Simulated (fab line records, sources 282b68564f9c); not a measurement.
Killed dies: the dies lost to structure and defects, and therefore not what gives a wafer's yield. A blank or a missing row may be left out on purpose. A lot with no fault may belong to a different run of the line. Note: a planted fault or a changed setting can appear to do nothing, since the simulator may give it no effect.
fab line records ; flow rit-cmos
record: lots: 6; wafers: 18; last-day: 7
route steps=202 shown NLDD@111 PLDD@114 M1@202
lots with no fault: from the same line, run without faults
start-h: hours from the record's first day to the start of the lot's first wafer shown ; wait-h: hours elapsed since this lot's preceding step ; " identical to the entry in the row above ; L1.1+2: several wafers, shown together as one row ; - no value present, or no start provided ; * or withheld: withheld ; < > ~ a bound
route shown NAME@n: names a module that has steps shown in the file, with the first one's number in the route ; usual: mean and standard deviation over wafers with no fault ; same: alike in all rows ; chamber/n: place in a boat ; sites: per-site readings ; _std_site: how widely they spread, as a standard deviation ; _edge_site: the outer-site mean with the inner-site mean subtracted ; radius-mm: how far each site lies from the wafer's centre ; mask NAME#n: copy n ; behind: the last tool/chamber to shape the wafer ; hold: why the lot was held/for how many hours/how that ended ; device: the n, p or np transistor that did not switch ; end of line: tests run on the same wafers once the route is complete ; step lacking rows: just its recipe ; killed: not the wafer's yield, but the dies lost to structure and defects at the first sort ; map: dies across one wafer; x = killed, . = not, _ = none there
set.NAME: setting as actually run; set.NAME@STEP: the setting as run at that earlier step ; model.NAME: the simulator's own value behind a step, which no gauge read
lots at selected steps of the route; one table per step, one row per wafer
services: a tool's chamber out of use, with start hour (start-h, from the record's first day; less than 0 if before it), hours out, and reason
== steps ==
step: RIT_NLDD_IMPLANT_08
recipe: species: P; energy-kev: 20; dose-cm2: 5e+14; tilt-deg: 7
step: RIT_NLDD_STRIP_09
recipe: chemistry: O2; time-s: 180; resist: NOVOLAK; platen-temp-c: withheld; power-w: 500; pressure-mtorr: 4000; o2-flow-sccm: 4000
usual: drypump-motor-current-A: 5.6/0.33; o2-flow-sccm: 4000/12
lot.wafer;tool;chamber;start-h;wait-h;drypump-motor-current-A;o2-flow-sccm;rf-hours-counter-h
L856.1;plasma-asher-03;1;46.45;0.1;5.7;4015;27
L856.3;plasma-asher-03;0;46.45;0.1;6.1;3986;-
L856.6;plasma-asher-03;0;46.45;0.1;6.2;3987;-
L862.1;plasma-asher-01;0;77.55;0.1;5.5;4000;42
L862.2;plasma-asher-01;1;77.55;0.1;5.5;3977;42
L862.3;plasma-asher-01;1;77.55;0.1;5.5;3976;-
L865.2;plasma-asher-02;0;93.71;0.1;5.5;4008;46
L865.3;plasma-asher-02;1;93.71;0.1;5.1;3995;-
L865.6;plasma-asher-02;0;93.71;0.1;5.5;4021;-
L866.1;plasma-asher-01;1;98.81;0.1;5.5;3991;44
L866.2;plasma-asher-01;0;98.81;0.1;5.5;4011;44
L866.3;plasma-asher-01;1;98.81;0.1;5.4;3975;-
L874.2;plasma-asher-03;0;147.10;0.1;6.2;4013;37
L874.4;plasma-asher-03;0;147.10;0.1;6.2;4003;-
L874.6;plasma-asher-03;1;147.10;0.1;5.7;4017;-
L877.1;plasma-asher-01;0;158.61;0.1;5.5;4003;4
L877.4;plasma-asher-01;1;158.61;0.1;5.5;3991;-
L877.5;plasma-asher-01;0;158.61;0.1;5.5;4007;-
step: RIT_NLDD_TW_MEAS_10
usual: NLDD_TW: 2515/19
lot.wafer;tool;chamber;start-h;wait-h;NLDD_TW
L856.1;film-metro-01;-;46.63;0.1;2532
L856.3;film-metro-01;-;46.63;0.1;2522
L856.6;film-metro-01;-;46.63;0.1;2531
L862.1;film-metro-04;-;77.73;0.1;2526
L862.2;film-metro-04;-;77.73;0.1;2527
L862.3;film-metro-04;-;77.73;0.1;2553
L865.2;film-metro-04;-;93.90;0.1;2526
L865.3;film-metro-04;-;93.90;0.1;2531
L865.6;film-metro-04;-;93.90;0.1;2525
L866.1;film-metro-02;-;98.98;0.1;2497
L866.2;film-metro-02;-;98.98;0.1;2507
L866.3;film-metro-02;-;98.98;0.1;2494
L874.2;film-metro-04;-;147.28;0.1;2512
L874.4;film-metro-04;-;147.28;0.1;2517
L874.6;film-metro-04;-;147.28;0.1;2536
L877.1;film-metro-04;-;158.79;0.1;2507
L877.4;film-metro-04;-;158.79;0.1;2511
L877.5;film-metro-04;-;158.79;0.1;2509
step: RIT_PLDD_HMDS_00
recipe: prime-time-s: 60; prime-temp-c: 140
step: RIT_PLDD_COAT_01
recipe: resist: NOVOLAK; spin-rpm: 3250; resist-thk-nm: 1000
step: RIT_PLDD_SOFTBAKE_02
recipe: resist: NOVOLAK; temp-c: 90; time-s: 60
step: RIT_PLDD_EXPOSE_03
recipe: mask-id: M8; na: 0.57; target-cd-nm: 40900; dose-mj: 250
step: RIT_PLDD_PEB_04
recipe: resist: NOVOLAK; temp-c: withheld; time-s: withheld
step: RIT_PLDD_DEVELOP_05
recipe: resist: NOVOLAK; develop-time-s: 50; dev-temp-c: 23
step: RIT_PLDD_OVL_MEAS_06
usual: PLDD_OVL: 0.0/1.3
lot.wafer;tool;chamber;start-h;wait-h;PLDD_OVL[nm]
L856.1;overlay-01;-;47.94;-;-0.6
L856.3;overlay-01;-;47.94;-;-1.5
L856.6;overlay-01;-;47.94;-;-2.0
L862.1;overlay-01;-;78.76;-;0.3
L862.2;overlay-01;-;78.76;-;-0.5
L862.3;overlay-01;-;78.76;-;0.6
L865.2;overlay-01;-;94.80;-;-2.5
L865.3;overlay-01;-;94.80;-;0.6
L865.6;overlay-01;-;94.80;-;-2.1
L866.1;overlay-02;-;100.02;-;0.2
L866.2;overlay-02;-;100.02;-;0.5
L866.3;overlay-02;-;100.02;-;2.0
L874.2;overlay-01;-;148.31;-;-2.5
L874.4;overlay-01;-;148.31;-;-1.2
L874.6;overlay-01;-;148.31;-;0.2
L877.1;overlay-01;-;159.85;-;1.0
L877.4;overlay-01;-;159.85;-;0.4
L877.5;overlay-01;-;159.85;-;-0.4
step: RIT_PLDD_HARDBAKE_07
recipe: resist: NOVOLAK; temp-c: 140; time-s: 60
step: RIT_PLDD_IMPLANT_08
recipe: species: BF2; energy-kev: 20; dose-cm2: 9e+14; tilt-deg: 7
step: RIT_PLDD_STRIP_09
recipe: chemistry: O2; time-s: 180; resist: NOVOLAK; platen-temp-c: withheld; power-w: 500; pressure-mtorr: 4000; o2-flow-sccm: 4000
usual: drypump-motor-current-A: 5.6/0.43; o2-flow-sccm: 4004/12
lot.wafer;tool;chamber;start-h;wait-h;drypump-motor-current-A;o2-flow-sccm;rf-hours-counter-h
L856.1;plasma-asher-03;0;48.27;0.1;6.1;4002;27
L856.3;plasma-asher-03;1;48.27;0.1;5.7;3996;-
L856.6;plasma-asher-03;0;48.27;0.1;6.1;4003;-
L862.1;plasma-asher-01;1;79.10;0.1;5.4;4001;42
L862.2;plasma-asher-01;0;79.10;0.1;5.5;3994;42
L862.3;plasma-asher-01;0;79.10;0.1;5.5;3991;-
L865.2;plasma-asher-01;0;95.13;0.1;5.4;2001;44
L865.3;plasma-asher-01;1;95.13;0.1;5.5;2009;-
L865.6;plasma-asher-01;0;95.13;0.1;5.4;1994;-
L866.1;plasma-asher-01;1;100.35;0.1;5.5;1997;44
L866.2;plasma-asher-01;0;100.35;0.1;5.5;2008;44
L866.3;plasma-asher-01;0;100.35;0.1;5.5;2005;-
L874.2;plasma-asher-04;0;148.64;0.1;5.1;4009;50
L874.4;plasma-asher-04;1;148.64;0.1;4.9;3995;-
L874.6;plasma-asher-04;0;148.64;0.1;5.0;4002;-
L877.1;plasma-asher-04;1;160.18;0.1;4.9;3982;51
L877.4;plasma-asher-04;1;160.18;0.1;5.0;4010;-
L877.5;plasma-asher-04;0;160.18;0.1;5.1;4022;-
step: RIT_PLDD_TW_MEAS_10
usual: PLDD_TW: 2371/23
lot.wafer;tool;chamber;start-h;wait-h;PLDD_TW
L856.1;film-metro-04;-;48.45;0.1;2380
L856.3;film-metro-04;-;48.45;0.1;2380
L856.6;film-metro-04;-;48.45;0.1;2373
L862.1;film-metro-02;-;79.27;0.1;2349
L862.2;film-metro-02;-;79.27;0.1;2339
L862.3;film-metro-02;-;79.27;0.1;2332
L865.2;film-metro-01;-;95.32;0.1;2371
L865.3;film-metro-01;-;95.32;0.1;2371
L865.6;film-metro-01;-;95.32;0.1;2385
L866.1;film-metro-01;-;100.53;0.1;2379
L866.2;film-metro-01;-;100.53;0.1;2390
L866.3;film-metro-01;-;100.53;0.1;2387
L874.2;film-metro-01;-;148.83;0.1;2393
L874.4;film-metro-01;-;148.83;0.1;2419
L874.6;film-metro-01;-;148.83;0.1;2395
L877.1;film-metro-01;-;160.36;0.1;2409
L877.4;film-metro-01;-;160.36;0.1;2421
L877.5;film-metro-01;-;160.36;0.1;2409
step: RIT_M1_PROBE_99
usual: killed-at-contacts: 0.1/0.31; killed-at-front-end: 7.1/2.8; killed-dies: 7.2/2.8; killed-open: 3.5/2; killed-short: 3.7/1.9
same: gross-dies: 264; killed_at_M0_to_M3: 0; killed_at_M4_up: 0; killed-at-back-side: 0; killed-at-other: 0
lot.wafer;tool;chamber;start-h;wait-h;killed-at-contacts;killed-at-front-end;killed-dies;killed-open;killed-short
L856.1;prober-02;-;61.53;0.1;0;6;6;1;5
L856.3;prober-02;-;61.63;0.2;0;2;2;1;1
L856.6;prober-02;-;61.78;0.2;0;9;9;4;5
L862.1;prober-02;-;93.80;0.1;0;12;12;6;6
L862.2;prober-02;-;93.85;0.1;0;9;9;4;5
L862.3;prober-02;-;93.90;0.2;0;8;8;2;6
L865.2;prober-01;-;110.07;0.1;0;8;8;3;5
L865.3;prober-01;-;110.12;0.2;0;5;5;5;0
L865.6;prober-01;-;110.27;0.2;0;7;7;7;0
L877.1;prober-01;-;173.91;0.1;0;6;6;2;4
L877.4;prober-01;-;174.06;0.2;0;5;5;4;1
L877.5;prober-01;-;174.11;0.2;0;6;6;3;3
killed by level:class
L856.1 FOX2:geometric-particle:short=3 GATE:geometric-particle:open=1 GATE:geometric-particle:short=1 REOX:geometric-particle:short=1
L856.3 FOX2:geometric-particle:open=1 SILICIDE:geometric-particle:short=1
L856.6 GATE:geometric-particle:short=2 GATE:geometric-particle:open=2 SPACER:geometric-particle:short=2 REOX:geometric-particle:open=1 SPACER:geometric-particle:open=1 SILICIDE:geometric-particle:short=1
L862.1 FOX1:geometric-particle:open=2 FOX1:geometric-particle:short=2 GATE:geometric-particle:open=2 GATE:geometric-particle:short=1 REOX:geometric-particle:open=1 REOX:geometric-particle:short=1 SPACER:geometric-particle:open=1 SPACER:geometric-particle:short=1
L862.2 FOX1:geometric-particle:short=2 FOX1:geometric-particle:open=2 SPACER:geometric-particle:short=2 GATE:geometric-particle:open=1 GATE:geometric-particle:short=1 SILICIDE:geometric-particle:open=1
L862.3 FOX2:geometric-particle:short=3 FOX1:geometric-particle:short=1 FOX2:geometric-particle:open=1 GATE:geometric-particle:open=1 REOX:geometric-particle:short=1 SILICIDE:geometric-particle:short=1
L865.2 GATE:geometric-particle:short=3 FOX1:geometric-particle:short=2 GATE:geometric-particle:open=2 FOX1:geometric-particle:open=1
L865.3 SPACER:geometric-particle:open=2 FOX1:geometric-particle:open=1 FOX2:geometric-particle:open=1 GATE:geometric-particle:open=1
L865.6 GATE:geometric-particle:open=4 FOX1:geometric-particle:open=2 FOX2:geometric-particle:open=1
L877.1 GATE:geometric-particle:open=2 SPACER:geometric-particle:short=2 GATE:geometric-particle:short=1 SILICIDE:geometric-particle:short=1
L877.4 SPACER:geometric-particle:open=2 FOX1:geometric-particle:open=1 GATE:geometric-particle:open=1 GATE:geometric-particle:short=1
L877.5 GATE:geometric-particle:open=2 SPACER:geometric-particle:short=2 SILICIDE:geometric-particle:short=1 SILICIDE:geometric-particle:open=1
== services ==
tool;chamber;start-h;hours;kind
plasma-asher-01;-;87.05;0.5;repair
plasma-asher-01;-;108.75;9.0;pm
plasma-asher-01;0;108.75;9.0;vent-cycle
plasma-asher-01;1;108.75;9.0;vent-cycle
plasma-asher-01;0;117.75;-;clean
plasma-asher-01;1;117.75;-;clean
plasma-asher-02;-;119.68;1.4;repair
== key ==
first-sign: step: RIT_PLDD_STRIP_09; reading: o2-flow-sccm; direction: down; sigmas: 99+; usual: 4004; struck: 2002
effect none on later readings
met-at RIT_PLDD_STRIP_09
struck-wafers L865.2,L865.3,L865.6,L866.1,L866.2,L866.3
tester-left-out L865,L866
onset-between 79.10 95.13
fault: kind: process-parameter-drift; tool: plasma-asher-01; chamber: -; onset-h: 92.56; steps: RIT_PLDD_STRIP_09; channel: o2-flow-sccm; offset: -2000; shape: step; end-h: 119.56; acts-in: these-recipes-only; stated: 4000
tester-left-out: of these lots the tester's yield and bins aren't shown, on N5 and GAA mostly nor the transistor test; their killed dies are dies lost to structure and defects alone, not to doping, threshold or leakage, so they don't give the yield
